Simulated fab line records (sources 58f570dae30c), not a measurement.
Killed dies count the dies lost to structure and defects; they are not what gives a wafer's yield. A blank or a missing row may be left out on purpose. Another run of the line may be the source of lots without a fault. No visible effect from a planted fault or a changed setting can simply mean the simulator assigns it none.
One fault seen from 2 desks | flow berkeleyCmos170 | numbers are kept per desk, each desk with only its own; the story behind them comes last

FROM THE METROLOGY DESK
What the gauges read for every lot (on any tool): the sampled wafers with a number, averaged. Any lot whose mean is over 4 standard deviations away from the usual mean is out of limits and marked OUT; that distance is given in the brackets.
Columns: A = PLDD_OVL at UCB170_PLDD_OVL_MEAS_07, usual 0 nm; B = PSD_OVL at UCB170_PSD_OVL_MEAS_07, usual -1 nm
lot  | first seen here | A  | B
L533 | day 6 00:13     | 4  | -2
L535 | day 6 02:50     | -2 | -4
L534 | day 6 02:56     | 1  | -8
L537 | day 6 13:46     | 6  | -4
L536 | day 6 14:21     | -0 | 0
L538 | day 6 14:56     | 2  | 2
L539 | day 7 06:45     | 1  | -6
L546 | day 8 16:48     | -3 | 5
L550 | day 9 20:19     | -1 | -2
L552 | day 10 01:35    | 6  | 0
L553 | day 10 01:49    | -5 | -0
L555 | day 11 07:38    | 2  | 4
L556 | day 11 07:46    | 3  | 4
This desk's finding: nothing out of limits on any of the 13 lots.

THE TOOL OWNER'S DESK: furnace-01
The tool's own readings at UCB170_SPACER_ANNEAL_02 (time 1800 s): means of the sampled wafers that have a number, for each lot that ran on this tool. Any lot whose mean is over 4 standard deviations away from the usual mean is out of limits and marked OUT; that distance is given in the brackets.
Columns: A = spikeTcCentreC at UCB170_SPACER_ANNEAL_02, usual 903.2 C; B = spikeTcLoadC at UCB170_SPACER_ANNEAL_02, usual 924 C; C = spikeTcSourceC at UCB170_SPACER_ANNEAL_02, usual 922.2 C; D = zonePowerSourcePct at UCB170_SPACER_ANNEAL_02, usual 26.5 %
lot  | first seen here | A               | B              | C               | D
L539 | day 7 12:04     | 903.1           | 926            | 922.9           | 28.2
L546 | day 8 23:11     | 883.1 (-20) OUT | 906 (-5.4) OUT | 903.1 (-14) OUT | 27.2
L550 | day 10 03:23    | 881.9 (-21) OUT | 907 (-5.2) OUT | 903.6 (-13) OUT | 26.9
This desk's verdict: out of limits on L546, L550, starting with L546 at day 8 23:11 (spikeTcCentreC at UCB170_SPACER_ANNEAL_02). L539 stayed within limits.

PUT TOGETHER
At day 8 23:11, on L546, L550, the tool owner's desk was in a position to raise an alarm.
Nothing out of limits was seen by the metrology desk.
The metrology desk has L546, L550 on record, within its limits.
Of the lots named, all ran UCB170_SPACER_ANNEAL_02 on furnace-01.

WHAT WAS PUT IN BY THE SIMULATOR
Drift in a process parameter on furnace-01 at UCB170_SPACER_ANNEAL_02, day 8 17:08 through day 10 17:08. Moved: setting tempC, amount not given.
Struck lots among those shown: L546, L550.
Each desk's first reading out of limits, in hours after the fault started: the tool owner's desk, 6.
